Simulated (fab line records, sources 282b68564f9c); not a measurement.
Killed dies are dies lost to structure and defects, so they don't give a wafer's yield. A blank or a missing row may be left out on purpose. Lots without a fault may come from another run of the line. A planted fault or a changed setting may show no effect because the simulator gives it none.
A struck lot beside a sound one | flow rit_cmos | 15 steps out of a route of 202
Sound: wafers L468.1, L468.2, L468.6. Struck: wafers L474.1, L474.4. (L474.6 of the same lot was not struck and is left out.) The cause comes at the end.
At each step with rows: each side's tool, then ch and its chambers, then its first start. Under that, the readings that differ: sound wafers | struck wafers | difference of the means | sigmas: that difference in standard deviations of wafers without a fault.
alike: readings whose means differ by less than 2 such deviations, and words and numbers that are the same on both sides. not compared: withheld readings, readings that some wafer has no value for, bounds like >300 that may hide the same value, and numbers for which the record gives no deviation and whose values overlap.
The two part at a step that has a row with sigmas, a row that says differs or no value, or rows on one side only. Numbers that don't overlap but have no deviation are shown without sigmas and don't part them. A reading that every wafer of one side lacks parts them only if that side has two wafers or more.

RIT_M1_SPUTTER_00: material Al, target thk 400 nm, time 500 s.
  sound on pvd_sputter-02, day 5 08:07; struck on pvd_sputter-02, day 6 07:34
  alike: throttle_valve_pct
RIT_M1_RS_MEAS_01: measures by four-point-probe.
  sound on film_metro-03, day 5 08:24; struck on film_metro-03, day 6 07:52
  alike: M1_AL_RS
RIT_M1_THK_MEAS_02: measures by xrf.
  sound on film_metro-03, day 5 08:31; struck on film_metro-03, day 6 07:59
  alike: M1_AL_THK
then, 6 steps without rows for these wafers: RIT_M1_HMDS_03 (prime time 60 s); RIT_M1_COAT_04 (resist thk 1300 nm); RIT_M1_SOFTBAKE_05 (time 60 s); RIT_M1_EXPOSE_06 (exposes mask M12, target cd 2600 nm); RIT_M1_PEB_07; RIT_M1_DEVELOP_08 (develop time 68 s).
RIT_M1_CD_MEAS_09: target cd 2600 nm.
  sound on cd_sem-01, day 5 09:35; struck on cd_sem-02, day 6 09:03
  alike: cd_nm
RIT_M1_OVL_MEAS_10:
  sound on overlay-02, day 5 09:43; struck on overlay-01, day 6 09:10
  alike: M1_OVL
then, 1 step without rows for these wafers: RIT_M1_HARDBAKE_11 (time 120 s).
RIT_M1_METAL_ETCH_12: etches Al in Cl2/BCl3, stops on SiO2, time 165 s, target depth 600 nm.
  sound on rie_metal-02 ch 0,1, day 5 10:00; struck on rie_metal-02 ch 1, day 6 09:28
  reading                                 | sound             | struck      | difference | sigmas
  model.NOVOLAK_of_M1_COAT_04.thk_nm (nm) | 809.9 800.7 810.6 | 915.5 912.3 | +106.8     |
  model.M1.feature_depth_nm (nm)          | 431.1 431.4 431.3 | 397.7 419.9 | -22.5      |
  alike: chamber_pressure_mTorr, drypump_motor_current_A, oes_product_au, throttle_valve_pct
  not compared: rf_hours_counter_h, model.SiO2_of_CONTACT_CVD_00.thk_nm
then, 1 step without rows for these wafers: RIT_M1_STRIP_13 (strips in nmp, time 600 s).
RIT_M1_PROBE_99:
  sound on prober-02, day 5 12:17; struck on prober-02, day 6 11:43
  reading                     | sound | struck | difference | sigmas
  model.etest.ring.over_limit | 0 0 0 | 1 1    | +1         |
  not compared: model.etest.m1_comb_over_steps.over_limit, model.etest.antenna_m1.vt_shift_v

WHERE THEY PART
Nowhere in this record.

WHY: what the simulator had put in
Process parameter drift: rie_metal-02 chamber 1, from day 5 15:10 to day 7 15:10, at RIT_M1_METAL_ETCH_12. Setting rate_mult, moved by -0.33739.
